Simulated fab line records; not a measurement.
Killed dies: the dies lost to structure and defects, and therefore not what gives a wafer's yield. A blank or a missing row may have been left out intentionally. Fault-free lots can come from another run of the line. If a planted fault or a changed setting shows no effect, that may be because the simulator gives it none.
Split-lot experiment || flow rit_cmos || route with 202 steps; 5 lots, 23 wafers read

THE SPLIT ITSELF
At RIT_NLDD_IMPLANT_08, the setting energy_kev was moved away from the recipe's 20 on 10 of the 23 wafers read, by -2.0% to +4.6%. The other wafers ran this setting at the recipe's value.

The reading is taken at the split's own step.

THE READING
In nm, at RIT_NLDD_IMPLANT_08: implant.drp_nm, which is the simulator's own figure and was read by no gauge. The file gives no usual value for it.

{"wafer": "L074.1", "tool, chamber at the split": "implanter-01, 0", "energy_kev as run": 20, "against the recipe": "recipe", "implant.drp_nm, nm": 12.97, "against lot-mates on the recipe": "-"}
{"wafer": "L074.2", "tool, chamber at the split": "implanter-01, 0", "energy_kev as run": 20, "against the recipe": "recipe", "implant.drp_nm, nm": 12.97, "against lot-mates on the recipe": "-"}
{"wafer": "L074.4", "tool, chamber at the split": "implanter-01, 0", "energy_kev as run": 20, "against the recipe": "recipe", "implant.drp_nm, nm": 12.97, "against lot-mates on the recipe": "-"}
{"wafer": "L074.5", "tool, chamber at the split": "implanter-01, 0", "energy_kev as run": 20.91, "against the recipe": "+4.6%", "implant.drp_nm, nm": 13.32, "against lot-mates on the recipe": "+0.35"}
{"wafer": "L074.6", "tool, chamber at the split": "implanter-01, 0", "energy_kev as run": 20.91, "against the recipe": "+4.6%", "implant.drp_nm, nm": 13.32, "against lot-mates on the recipe": "+0.35"}
{"wafer": "L077.1", "tool, chamber at the split": "implanter-02, 0", "energy_kev as run": 20.86, "against the recipe": "+4.3%", "implant.drp_nm, nm": 13.3, "against lot-mates on the recipe": "+0.33"}
{"wafer": "L077.5", "tool, chamber at the split": "implanter-02, 0", "energy_kev as run": 20.86, "against the recipe": "+4.3%", "implant.drp_nm, nm": 13.3, "against lot-mates on the recipe": "+0.33"}
{"wafer": "L077.2", "tool, chamber at the split": "implanter-02, 0", "energy_kev as run": 20, "against the recipe": "recipe", "implant.drp_nm, nm": 12.97, "against lot-mates on the recipe": "-"}
{"wafer": "L077.3", "tool, chamber at the split": "implanter-02, 0", "energy_kev as run": 20, "against the recipe": "recipe", "implant.drp_nm, nm": 12.97, "against lot-mates on the recipe": "-"}
{"wafer": "L077.4", "tool, chamber at the split": "implanter-02, 0", "energy_kev as run": 20, "against the recipe": "recipe", "implant.drp_nm, nm": 12.97, "against lot-mates on the recipe": "-"}
{"wafer": "L081.1", "tool, chamber at the split": "implanter-01, 0", "energy_kev as run": 20.47, "against the recipe": "+2.3%", "implant.drp_nm, nm": 13.15, "against lot-mates on the recipe": "+0.18"}
{"wafer": "L081.3", "tool, chamber at the split": "implanter-01, 0", "energy_kev as run": 20.47, "against the recipe": "+2.3%", "implant.drp_nm, nm": 13.15, "against lot-mates on the recipe": "+0.18"}
{"wafer": "L081.6", "tool, chamber at the split": "implanter-01, 0", "energy_kev as run": 20.47, "against the recipe": "+2.3%", "implant.drp_nm, nm": 13.15, "against lot-mates on the recipe": "+0.18"}
{"wafer": "L081.4", "tool, chamber at the split": "implanter-01, 0", "energy_kev as run": 20, "against the recipe": "recipe", "implant.drp_nm, nm": 12.97, "against lot-mates on the recipe": "-"}
{"wafer": "L081.5", "tool, chamber at the split": "implanter-01, 0", "energy_kev as run": 20, "against the recipe": "recipe", "implant.drp_nm, nm": 12.97, "against lot-mates on the recipe": "-"}
{"wafer": "L082.2", "tool, chamber at the split": "implanter-04, 0", "energy_kev as run": 20, "against the recipe": "recipe", "implant.drp_nm, nm": 12.97, "against lot-mates on the recipe": "-"}
{"wafer": "L082.4", "tool, chamber at the split": "implanter-04, 0", "energy_kev as run": 20, "against the recipe": "recipe", "implant.drp_nm, nm": 12.97, "against lot-mates on the recipe": "-"}
{"wafer": "L082.3", "tool, chamber at the split": "implanter-04, 0", "energy_kev as run": 19.59, "against the recipe": "-2.0%", "implant.drp_nm, nm": 12.81, "against lot-mates on the recipe": -0.16}
{"wafer": "L082.5", "tool, chamber at the split": "implanter-04, 0", "energy_kev as run": 19.59, "against the recipe": "-2.0%", "implant.drp_nm, nm": 12.81, "against lot-mates on the recipe": -0.16}
{"wafer": "L082.6", "tool, chamber at the split": "implanter-04, 0", "energy_kev as run": 19.59, "against the recipe": "-2.0%", "implant.drp_nm, nm": 12.81, "against lot-mates on the recipe": -0.16}
{"wafer": "L085.3", "tool, chamber at the split": "implanter-04, 0", "energy_kev as run": 20, "against the recipe": "recipe", "implant.drp_nm, nm": 12.97, "against lot-mates on the recipe": "-"}
{"wafer": "L085.4", "tool, chamber at the split": "implanter-04, 0", "energy_kev as run": 20, "against the recipe": "recipe", "implant.drp_nm, nm": 12.97, "against lot-mates on the recipe": "-"}
{"wafer": "L085.5", "tool, chamber at the split": "implanter-04, 0", "energy_kev as run": 20, "against the recipe": "recipe", "implant.drp_nm, nm": 12.97, "against lot-mates on the recipe": "-"}

FIT RESULTS
A straight line over all 23 wafers: implant.drp_nm changes by +0.077 nm for each +1% of energy_kev; r = +1.00; the points scatter about the line by 0.00078 nm.
The same after taking each lot's own level away (the mean of its wafers on the recipe; 23 wafers): +0.077 nm for each +1%; r = +1.00; scatter 0.00078 nm.
The reading moves by 0.35 nm for the largest change in energy_kev, on that fit.
The lots' own levels span 12.970 to 12.970 nm.
So the lot-to-lot level changes the slope little: the two slopes agree.
Check: +0.35 nm against its lot-mates is what the line predicts for one of the wafers moved furthest among these (+4.6%) when that wafer is left out of the fit. It came out at +0.35 nm against them.

OTHER SPLITS ON THESE WAFERS
Before the reading, these wafers also passed through other splits. Each is held against what the fit with the lots' levels taken away leaves over:
{"other split on the same wafers": "RIT_GATE_DEVELOP_15 develop_time_s", "wafers away from the commonest value": 8, "r with implant.drp_nm (lot level and that fit taken away)": -0.14}
{"other split on the same wafers": "RIT_REOX_OXIDATION_03 temp_c", "wafers away from the commonest value": 5, "r with implant.drp_nm (lot level and that fit taken away)": -0.04}

FILE'S OWN FIT
implant.drp_nm changes by +0.0777 nm for each +1% of energy_kev, r = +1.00.
